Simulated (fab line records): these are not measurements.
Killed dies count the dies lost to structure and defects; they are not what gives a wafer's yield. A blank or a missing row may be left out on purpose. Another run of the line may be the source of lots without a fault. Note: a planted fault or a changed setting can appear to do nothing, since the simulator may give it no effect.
fab line records | flow berkeleyCmos170 | part 1 of 2: steps 1 to 33 of 45
record: lots: 5 wafers: 15 lastDay: 12
route steps=331 shown PLDD@156 NLDD@158 SPACER@171 PSD@175 NSD@187 BACKSIDE@199
lots that met no fault: taken from a fault-free run of the same line
startH: hours from the record's opening day to when the first of the lot's shown wafers began | waitH: time in hours since the lot's previous step | " the same as in the row above | L1.1+2: a single row standing in for several wafers | - no value, or no start was given | * or withheld: withheld | < > ~ a bound
route shown NAME@n: NAME is a module with steps in the file, n the number in the route of the first one | usual: the fault-free wafers' mean and standard deviation | same: alike in all rows | chamber/n: place in a boat | sites: each site's reading | _std_site: standard deviation across them | _edge_site: the outer-site mean with the inner-site mean subtracted | radiusMm: how far each site lies from the wafer's centre | mask NAME#n: copy n | behind: the last tool/chamber to shape the wafer | hold: the reason the lot was held/the length of the hold in hours/how it ended | device: the transistor (n, p or np) that didn't switch | end of line: at the end of the route, the tests of the same wafers | for a step that has no rows: nothing shown but its recipe | killed: the dies lost at the first sort to structure and to defects; this is not the yield of the wafer | map: the dies of a wafer, with x for killed, . for not killed, _ for no die there
set.NAME: the setting as run; set.NAME@STEP: as run at that earlier step | model.NAME: the simulator's own value behind a step, which no gauge read
lots at some steps of the route; a table a step, a row a wafer
services: the hour from which a tool's chamber was out of use, counted from the record's first day as startH (under 0 if before that day), plus the number of hours and why
== steps ==
step: UCB170_PLDD_TW_MEAS_11
usual: PLDD_TW: 1008/4.2
columns lot.wafer tool chamber startH waitH PLDD_TW
L078.4 filmMetro-03 - 158.90 0.1 1011
L078.5 " - " " 1012
L078.6 " - " " 1014
L077.3 filmMetro-03 - 159.62 0.1 1019
L077.5 " - " " 1013
L077.6 " - " " 1009
L083.2 filmMetro-02 - 187.99 0.1 1004
L083.3 " - " " 1014
L083.6 " - " " 1004
L085.1 filmMetro-03 - 204.78 0.1 1006
L085.4 " - " " 1007
L085.5 " - " " 1008
L095.2 filmMetro-01 - 250.97 0.1 1013
L095.3 " - " " 1007
L095.5 " - " " 1007
step: UCB170_PLDD_CLEAN_12
recipe: chemistry: SPM tempC: 120 timeS: 600
columns lot.wafer tool chamber startH waitH
L078.4+5+6 wetBench-04 1 158.93 0.0
L077.3+5+6 wetBench-02 0 159.66 0.0
L083.2+3+6 wetBench-03 0 188.15 0.2
L085.1+4+5 wetBench-04 1 204.84 0.1
L095.2+3+5 wetBench-04 1 251.11 0.1
step: UCB170_NLDD_HMDS_00
recipe: primeTimeS: 60 primeTempC: 100
columns lot.wafer tool chamber startH waitH
L078.4+5+6 lithoTrack-01 0 159.56 0.5
L077.3+5+6 lithoTrack-03 0 160.51 0.7
L083.2+3+6 lithoTrack-01 0 188.35 0.0
L085.1+4+5 lithoTrack-01 0 205.20 0.2
L095.2+3+5 lithoTrack-01 0 251.31 0.0
step: UCB170_NLDD_COAT_01
recipe: resist: KrF spinRpm: 1500 resistThkNm: 900
columns lot.wafer tool chamber startH waitH
L078.4+5+6 lithoTrack-01 0 159.71 0.1
L077.3+5+6 lithoTrack-03 0 160.66 0.1
L083.2+3+6 lithoTrack-01 0 188.50 0.1
L085.1+4+5 lithoTrack-01 0 205.35 0.1
L095.2+3+5 lithoTrack-01 0 251.46 0.1
step: UCB170_NLDD_SOFTBAKE_02
recipe: resist: KrF tempC: 130 timeS: 60
columns lot.wafer tool chamber startH waitH
L078.4+5+6 lithoTrack-01 0 159.86 0.1
L077.3+5+6 lithoTrack-03 0 160.81 0.1
L083.2+3+6 lithoTrack-01 0 188.65 0.1
L085.1+4+5 lithoTrack-01 0 205.50 0.1
L095.2+3+5 lithoTrack-01 0 251.61 0.1
step: UCB170_NLDD_EXPOSE_03
recipe: maskId: NSELECT na: 0.5 sigmaOuter: 0.6 sourceShape: conventional targetCdNm: 1200 doseMj: 30
usual: reticleTempC: 22.98/0.11 stageVelMmS: 500.01/0.27
columns lot.wafer tool chamber startH waitH mask reticleTempC stageVelMmS
L078.4 krfScanner-02 0 160.12 0.2 NSELECT#0 22.98 499.76
L078.5 " 0 " " NSELECT#0 23.03 499.97
L078.6 " 0 " " NSELECT#0 22.88 499.79
L077.3 krfScanner-02 0 160.95 0.1 NSELECT#0 22.99 500.37
L077.5 " 0 " " NSELECT#0 23.15 500.03
L077.6 " 0 " " NSELECT#0 23.03 499.83
L083.2 krfScanner-02 0 188.84 0.2 NSELECT#0 23.22 500.13
L083.3 " 0 " " NSELECT#0 23.05 500.48
L083.6 " 0 " " NSELECT#0 23.14 499.72
L085.1 krfScanner-02 0 205.78 0.2 NSELECT#0 22.97 500.06
L085.4 " 0 " " NSELECT#0 22.95 500.42
L085.5 " 0 " " NSELECT#0 23.00 500.02
L095.2 krfScanner-01 0 251.95 0.3 NSELECT#0 22.97 499.80
L095.3 " 0 " " NSELECT#0 22.97 500.07
L095.5 " 0 " " NSELECT#0 23.08 499.66
step: UCB170_NLDD_PEB_04
recipe: pebTempC: 130.7 pebTimeS: withheld resist: KrF
columns lot.wafer tool chamber startH waitH
L078.4+5+6 lithoTrack-04 0 161.02 0.9
L077.3+5+6 lithoTrack-03 0 161.96 1.0
L083.2+3+6 lithoTrack-03 0 189.33 0.5
L085.1+4+5 lithoTrack-04 0 205.89 0.1
L095.2+3+5 lithoTrack-03 0 252.38 0.4
step: UCB170_NLDD_DEVELOP_05
recipe: developer: TMAH developTimeS: 45 resist: KrF devTempC: 21
columns lot.wafer tool chamber startH waitH
L078.4+5+6 lithoTrack-04 0 - -
L077.3+5+6 lithoTrack-03 0 - -
L083.2+3+6 lithoTrack-03 0 - -
L085.1+4+5 lithoTrack-04 0 - -
L095.2+3+5 lithoTrack-03 0 - -
step: UCB170_NLDD_CD_MEAS_06
recipe: targetCdNm: 1200
usual: cdNm: 1199.8/1.5
columns lot.wafer tool chamber startH waitH cdNm
L078.4 cdSem-02 - 161.28 - 1199.1
L078.5 " - " " 1199.1
L078.6 " - " " 1200.7
L077.3 cdSem-02 - 162.23 - 1199.3
L077.5 " - " " 1197.5
L077.6 " - " " 1198.3
L083.2 cdSem-01 - 189.79 - 1200.2
L083.3 " - " " 1200.2
L083.6 " - " " 1199.4
L085.1 cdSem-02 - 206.17 - 1200.4
L085.4 " - " " 1200.0
L085.5 " - " " 1199.9
L095.2 cdSem-02 - 252.65 - 1200.1
L095.3 " - " " 1200.1
L095.5 " - " " 1199.8
step: UCB170_NLDD_OVL_MEAS_07
usual: NLDD_OVL: -3/5.2
columns lot.wafer tool chamber startH waitH NLDD_OVL[nm]
L078.4 overlay-01 - 161.36 0.1 0
L078.5 " - " " -7
L078.6 " - " " 5
L077.3 overlay-02 - 162.32 0.1 -6
L077.5 " - " " -4
L077.6 " - " " -3
L083.2 overlay-01 - 189.90 0.1 -7
L083.3 " - " " -9
L083.6 " - " " -18
L085.1 overlay-01 - 206.29 0.1 -8
L085.4 " - " " -8
L085.5 " - " " -8
L095.2 overlay-02 - 252.76 0.1 -4
L095.3 " - " " -8
L095.5 " - " " -2
step: UCB170_NLDD_IMPLANT_08
recipe: species: As doseCm2: 5e+13 energyKev: 30 tiltDeg: 7 rotationDeg: 0
columns lot.wafer tool chamber startH waitH
L078.4+5+6 implanter-02 0 161.45 0.1
L077.3+5+6 implanter-02 0 162.39 0.1
L083.2+3+6 implanter-04 0 189.95 0.0
L085.1+4+5 implanter-01 0 206.32 0.0
L095.2+3+5 implanter-02 0 252.81 0.0
step: UCB170_NLDD_IMPLANT_09
recipe: species: As doseCm2: 5e+13 energyKev: 30 tiltDeg: 7 rotationDeg: 180
columns lot.wafer tool chamber startH waitH
L078.4+5+6 implanter-02 0 161.60 0.1
L077.3+5+6 implanter-02 0 162.54 0.1
L083.2+3+6 implanter-04 0 190.10 0.1
L085.1+4+5 implanter-01 0 206.47 0.1
L095.2+3+5 implanter-02 0 252.96 0.1
step: UCB170_NLDD_STRIP_10
recipe: chemistry: O2 powerW: 400 pressureMtorr: 3500 platenTempC: withheld o2FlowSccm: 400 overashFraction: 0.5
usual: drypumpMotorCurrentA: 5.68/0.26 oesProductAu: 0.735/0.005 stripTimeToEndpointS: 21.67/0.059
columns lot.wafer tool chamber startH waitH drypumpMotorCurrentA oesProductAu rfHoursCounterH stripTimeToEndpointS
L078.4 plasmaAsher-04 1 161.71 0.1 6.07 0.727 - 21.72
L078.5 " 1 " " 6.06 0.733 - 21.69
L078.6 " 0 " " 5.62 0.733 - 21.71
L077.3 plasmaAsher-03 1 162.68 0.1 5.56 0.731 - 21.57
L077.5 " 1 " " 5.57 0.733 - 21.65
L077.6 " 0 " " 5.61 0.739 - 21.62
L083.2 plasmaAsher-01 1 190.23 0.1 5.29 0.733 46 21.72
L083.3 " 0 " " 6.04 0.740 - 21.65
L083.6 " 0 " " 6.03 0.733 - 21.63
L085.1 plasmaAsher-04 1 206.62 0.1 6.06 0.736 47 21.73
L085.4 " 1 " " 6.06 0.728 - 21.66
L085.5 " 0 " " 5.64 0.736 - 21.69
L095.2 plasmaAsher-04 0 253.09 0.1 5.66 0.739 52 21.68
L095.3 " 1 " " 6.06 0.737 - 21.62
L095.5 " 0 " " 5.66 0.733 - 21.67
step: UCB170_NLDD_TW_MEAS_11
usual: NLDD_TW: 2212/9.8
columns lot.wafer tool chamber startH waitH NLDD_TW
L078.4 filmMetro-03 - 161.81 0.1 2207
L078.5 " - " " 2213
L078.6 " - " " 2204
L077.3 filmMetro-02 - 162.76 0.1 2210
L077.5 " - " " 2205
L077.6 " - " " 2204
L083.2 filmMetro-03 - 190.34 0.1 2232
L083.3 " - " " 2201
L083.6 " - " " 2214
L085.1 filmMetro-02 - 206.72 0.1 2214
L085.4 " - " " 2219
L085.5 " - " " 2223
L095.2 filmMetro-03 - 253.20 0.1 2196
L095.3 " - " " 2203
L095.5 " - " " 2205
step: UCB170_NLDD_CLEAN_12
recipe: chemistry: SPM tempC: 120 timeS: 600
columns lot.wafer tool chamber startH waitH
L078.4+5+6 wetBench-02 0 161.96 0.1
L077.3+5+6 wetBench-02 2 162.80 0.0
L083.2+3+6 wetBench-02 0 190.39 0.0
L085.1+4+5 wetBench-04 3 206.78 0.1
L095.2+3+5 wetBench-01 2 253.25 0.0
step: UCB170_SPACER_CVD_00
recipe: material: SiO2 targetThkNm: 376 tempC: 390 precursor: TEOS/O2 timeS: 47 rfW: 550 pressureMtorr: 9000
usual: heaterPowerW: 282/70
columns lot.wafer tool chamber startH waitH heaterPowerW
L078.4 pecvd-02 0 162.17 0.0 289
L078.5 " 2 " " 180
L078.6 " 1 " " 309
L077.3 pecvd-04 0 162.99 0.0 282
L077.5 " 0 " " 292
L077.6 " 2 " " 345
L083.2 pecvd-03 0 190.56 0.0 267
L083.3 " 2 " " 285
L083.6 " 0 " " 267
L085.1 pecvd-04 1 206.96 0.0 231
L085.4 " 0 " " 300
L085.5 " 1 " " 230
L095.2 pecvd-03 1 253.42 0.0 399
L095.3 " 0 " " 265
L095.5 " 0 " " 270
step: UCB170_SPACER_THK_MEAS_01
recipe: reads: SiO2_of_SPACER_CVD_00
usual: SPACER_TEOS_THK: 378/5.5
columns lot.wafer tool chamber startH waitH SPACER_TEOS_THK[nm]
L078.4 filmMetro-04 - 162.22 0.0 390
L078.5 " - " " 388
L078.6 " - " " 386
L077.3 filmMetro-04 - 163.06 0.0 381
L077.5 " - " " 389
L077.6 " - " " 380
L083.2 filmMetro-02 - 190.61 0.0 374
L083.3 " - " " 366
L083.6 " - " " 372
L085.1 filmMetro-01 - 207.00 0.0 376
L085.4 " - " " 382
L085.5 " - " " 381
L095.2 filmMetro-04 - 253.48 0.0 375
L095.3 " - " " 370
L095.5 " - " " 377
step: UCB170_SPACER_ANNEAL_02
recipe: tempC: 900 timeS: 1800 ambient: N2
usual: spikeTcSourceC: 924.0/0.99
columns lot.wafer tool chamber startH waitH spikeTcSourceC
L077.3 furnace-02 0 165.97 2.9 924.3
L077.5 " 0 " " 923.1
L077.6 " 0 " " 922.3
L078.4 furnace-02 0 165.97 3.7 923.7
L078.5 " 0 " " 923.7
L078.6 " 0 " " 923.7
L083.2 furnace-01 0 197.15 6.5 923.3
L083.3 " 0 " " 923.8
L083.6 " 0 " " 923.9
L085.1 furnace-04 0 211.65 4.6 924.5
L085.4 " 0 " " 924.4
L085.5 " 0 " " 925.2
L095.2 furnace-02 0 259.21 5.7 923.8
L095.3 " 0 " " 923.2
L095.5 " 0 " " 925.1
step: UCB170_SPACER_ETCHBACK_03
recipe: stopOn: Si target: SiO2 chemistry: CHF3/CF4/Ar CHF3_flow_sccm: 50 cf4FlowSccm: 10 Ar_flow_sccm: 120 pressureMtorr: 200 rfW: 500 targetDepthA: 3760 timeS: 100
usual: CHF3_flow_sccm: 50.00/0.15 drypumpMotorCurrentA: 5.7/0.67 oesProductAu: 0.899/0.017 throttleValvePct: 6.42/0.12
columns lot.wafer tool chamber startH waitH CHF3_flow_sccm drypumpMotorCurrentA oesProductAu rfHoursCounterH throttleValvePct
L077.3 rieDiel-04 2 167.47 0.0 49.83 6.5 0.915 37 6.36
L077.5 " 0 " " 49.94 6.4 0.900 - 6.36
L077.6 " 3 " " 49.72 5.1 0.912 - 6.39
L078.4 rieDiel-01 1 167.47 0.0 49.96 4.8 0.901 3 6.59
L078.5 " 3 " " 50.28 4.8 0.920 - 6.61
L078.6 " 0 " " 49.92 6.4 0.941 - 6.23
L083.2 rieDiel-02 0 198.65 0.0 50.12 6.2 0.909 34 6.35
L083.3 " 1 " " 49.98 6.5 0.879 5 6.37
L083.6 " 3 " " 50.25 5.7 0.877 - 6.33
L085.1 rieDiel-01 0 213.15 0.0 49.97 6.4 0.913 139 6.23
L085.4 " 1 " " 50.19 4.8 0.894 5 6.56
L085.5 " 1 " " 49.99 4.8 0.891 - 6.57
L095.2 rieDiel-01 2 260.71 0.0 49.96 5.5 0.876 7 6.38
L095.3 " 0 " " 50.04 6.4 0.891 0 6.22
L095.5 " 2 " " 49.95 5.5 0.887 - 6.37
step: UCB170_PSD_HMDS_00
recipe: primeTimeS: 60 primeTempC: 100
columns lot.wafer tool chamber startH waitH
L078.4+5+6 lithoTrack-02 0 168.06 0.5
L077.3+5+6 lithoTrack-04 0 168.12 0.6
L083.2+3+6 lithoTrack-02 0 198.78 0.1
L085.1+4+5 lithoTrack-02 0 213.63 0.4
L095.2+3+5 lithoTrack-04 0 260.85 0.1
step: UCB170_PSD_COAT_01
recipe: resist: KrF spinRpm: 1500 resistThkNm: 900
columns lot.wafer tool chamber startH waitH
L078.4+5+6 lithoTrack-02 0 168.21 0.1
L077.3+5+6 lithoTrack-04 0 168.27 0.1
L083.2+3+6 lithoTrack-02 0 198.93 0.1
L085.1+4+5 lithoTrack-02 0 213.78 0.1
L095.2+3+5 lithoTrack-04 0 261.00 0.1
step: UCB170_PSD_SOFTBAKE_02
recipe: resist: KrF tempC: 130 timeS: 60
columns lot.wafer tool chamber startH waitH
L078.4+5+6 lithoTrack-02 0 168.36 0.1
L077.3+5+6 lithoTrack-04 0 168.42 0.1
L083.2+3+6 lithoTrack-02 0 199.08 0.1
L085.1+4+5 lithoTrack-02 0 213.93 0.1
L095.2+3+5 lithoTrack-04 0 261.15 0.1
step: UCB170_PSD_EXPOSE_03
recipe: maskId: PSELECT_MOD na: 0.5 sigmaOuter: 0.6 sourceShape: conventional targetCdNm: 1200 doseMj: 30
usual: reticleTempC: 23.00/0.11 stageVelMmS: 499.94/0.28
columns lot.wafer tool chamber startH waitH mask reticleTempC stageVelMmS
L078.4 krfScanner-01 0 168.74 0.4 PSELECT_MOD#0 22.85 500.30
L078.5 " 0 " " PSELECT_MOD#0 22.78 499.98
L078.6 " 0 " " PSELECT_MOD#0 22.90 500.20
L077.3 krfScanner-01 0 168.84 0.4 PSELECT_MOD#0 23.01 500.14
L077.5 " 0 " " PSELECT_MOD#0 23.23 499.85
L077.6 " 0 " " PSELECT_MOD#0 23.13 499.70
L083.2 krfScanner-01 0 199.43 0.3 PSELECT_MOD#0 22.91 499.54
L083.3 " 0 " " PSELECT_MOD#0 23.08 499.98
L083.6 " 0 " " PSELECT_MOD#0 22.98 499.79
L085.1 krfScanner-02 0 214.24 0.3 PSELECT_MOD#0 23.02 499.97
L085.4 " 0 " " PSELECT_MOD#0 22.99 499.89
L085.5 " 0 " " PSELECT_MOD#0 22.99 499.35
L095.2 krfScanner-02 0 261.61 0.4 PSELECT_MOD#0 23.06 499.68
L095.3 " 0 " " PSELECT_MOD#0 22.81 499.96
L095.5 " 0 " " PSELECT_MOD#0 22.78 499.44
step: UCB170_PSD_PEB_04
recipe: pebTempC: 130 pebTimeS: withheld resist: KrF
columns lot.wafer tool chamber startH waitH
L078.4+5+6 lithoTrack-04 0 169.60 0.8
L077.3+5+6 lithoTrack-04 0 169.85 1.0
L083.2+3+6 lithoTrack-04 0 199.56 0.1
L085.1+4+5 lithoTrack-02 0 214.36 0.1
L095.2+3+5 lithoTrack-03 0 261.89 0.3
step: UCB170_PSD_DEVELOP_05
recipe: developer: TMAH developTimeS: 45 resist: KrF devTempC: 21
columns lot.wafer tool chamber startH waitH
L078.4+5+6 lithoTrack-04 0 - -
L077.3+5+6 lithoTrack-04 0 - -
L083.2+3+6 lithoTrack-04 0 - -
L085.1+4+5 lithoTrack-02 0 - -
L095.2+3+5 lithoTrack-03 0 - -
step: UCB170_PSD_CD_MEAS_06
recipe: targetCdNm: 1200
usual: cdNm: 1200.0/1.6
columns lot.wafer tool chamber startH waitH cdNm
L078.4 cdSem-02 - 169.86 - 1200.9
L078.5 " - " " 1200.0
L078.6 " - " " 1201.6
L077.3 cdSem-02 - 170.11 - 1200.7
L077.5 " - " " 1200.5
L077.6 " - " " 1201.6
L083.2 cdSem-02 - 199.83 - 1202.6
L083.3 " - " " 1200.5
L083.6 " - " " 1199.7
L085.1 cdSem-01 - 214.74 - 1203.4
L085.4 " - " " 1203.4
L085.5 " - " " 1200.1
L095.2 cdSem-01 - 262.16 - 1197.8
L095.3 " - " " 1198.5
L095.5 " - " " 1199.1
step: UCB170_PSD_OVL_MEAS_07
usual: PSD_OVL: 2/6.8
columns lot.wafer tool chamber startH waitH PSD_OVL[nm]
L078.4 overlay-02 - 169.94 0.1 -3
L078.5 " - " " 2
L078.6 " - " " 0
L077.3 overlay-02 - 170.20 0.1 6
L077.5 " - " " 1
L077.6 " - " " 7
L083.2 overlay-01 - 199.93 0.1 9
L083.3 " - " " 8
L083.6 " - " " 5
L085.1 overlay-01 - 214.86 0.1 -5
L085.4 " - " " 10
L085.5 " - " " -4
L095.2 overlay-02 - 262.27 0.1 0
L095.3 " - " " 5
L095.5 " - " " 4
step: UCB170_PSD_IMPLANT_08
recipe: species: B doseCm2: 2.937e+15 energyKev: 20 tiltDeg: 7
columns lot.wafer tool chamber startH waitH
L078.4+5+6 implanter-04 0 170.03 0.1
L077.3+5+6 implanter-03 0 170.28 0.1
L083.2+3+6 implanter-01 0 199.99 0.0
L085.1+4+5 implanter-04 0 214.90 0.0
L095.2+3+5 implanter-03 0 262.32 0.0
step: UCB170_PSD_STRIP_09
recipe: chemistry: O2 powerW: 400 pressureMtorr: 3500 platenTempC: withheld o2FlowSccm: 400 overashFraction: 0.5
usual: drypumpMotorCurrentA: 5.7/0.32 oesProductAu: 0.602/0.0047 stripTimeToEndpointS: 29.19/0.065
columns lot.wafer tool chamber startH waitH drypumpMotorCurrentA oesProductAu rfHoursCounterH stripTimeToEndpointS
L078.4 plasmaAsher-02 0 170.14 0.1 6.4 0.601 - 29.21
L078.5 " 0 " " 6.4 0.605 - 29.19
L078.6 " 1 " " 5.7 0.598 - 29.17
L077.3 plasmaAsher-01 1 170.41 0.1 5.3 0.600 - 29.18
L077.5 " 0 " " 6.0 0.601 - 29.18
L077.6 " 1 " " 5.3 0.604 - 29.20
L083.2 plasmaAsher-03 1 200.11 0.1 5.5 0.601 9 29.20
L083.3 " 0 " " 5.6 0.609 - 29.20
L083.6 " 0 " " 5.6 0.602 - 29.20
L085.1 plasmaAsher-03 1 215.05 0.1 5.6 0.601 10 29.18
L085.4 " 0 " " 5.6 0.601 - 29.16
L085.5 " 0 " " 5.6 0.595 - 29.16
L095.2 plasmaAsher-01 0 262.45 0.1 6.0 0.601 54 29.24
L095.3 " 1 " " 5.3 0.601 - 29.27
L095.5 " 1 " " 5.3 0.604 - 29.16
step: UCB170_PSD_TW_MEAS_10
usual: PSD_TW: 2307/11
columns lot.wafer tool chamber startH waitH PSD_TW
L078.4 filmMetro-03 - 170.23 0.1 2304
L078.5 " - " " 2309
L078.6 " - " " 2303
L077.3 filmMetro-02 - 170.50 0.1 2310
L077.5 " - " " 2316
L077.6 " - " " 2315
L083.2 filmMetro-02 - 200.22 0.1 2324
L083.3 " - " " 2313
L083.6 " - " " 2306
L085.1 filmMetro-01 - 215.15 0.1 2327
L085.4 " - " " 2315
L085.5 " - " " 2309
L095.2 filmMetro-01 - 262.56 0.1 2320
L095.3 " - " " 2304
L095.5 " - " " 2314
step: UCB170_PSD_CLEAN_11
recipe: chemistry: SPM tempC: 120 timeS: 600
columns lot.wafer tool chamber startH waitH
L078.4+5+6 wetBench-01 3 170.26 0.0
L077.3+5+6 wetBench-03 1 170.54 0.0
L083.2+3+6 wetBench-03 1 200.31 0.1
L085.1+4+5 wetBench-03 0 215.21 0.1
L095.2+3+5 wetBench-01 1 263.15 0.6
step: UCB170_NSD_HMDS_00
recipe: primeTimeS: 60 primeTempC: 100
columns lot.wafer tool chamber startH waitH
L078.4+5+6 lithoTrack-01 0 171.14 0.7
L077.3+5+6 lithoTrack-04 0 171.30 0.6
L083.2+3+6 lithoTrack-02 0 200.72 0.0
L085.1+4+5 lithoTrack-02 0 216.06 0.7
L095.2+3+5 lithoTrack-04 0 263.65 0.3
step: UCB170_NSD_COAT_01
recipe: resist: KrF spinRpm: 1500 resistThkNm: 900
columns lot.wafer tool chamber startH waitH
L078.4+5+6 lithoTrack-01 0 171.29 0.1
L077.3+5+6 lithoTrack-04 0 171.45 0.1
L083.2+3+6 lithoTrack-02 0 200.87 0.1
L085.1+4+5 lithoTrack-02 0 216.21 0.1
L095.2+3+5 lithoTrack-04 0 263.80 0.1
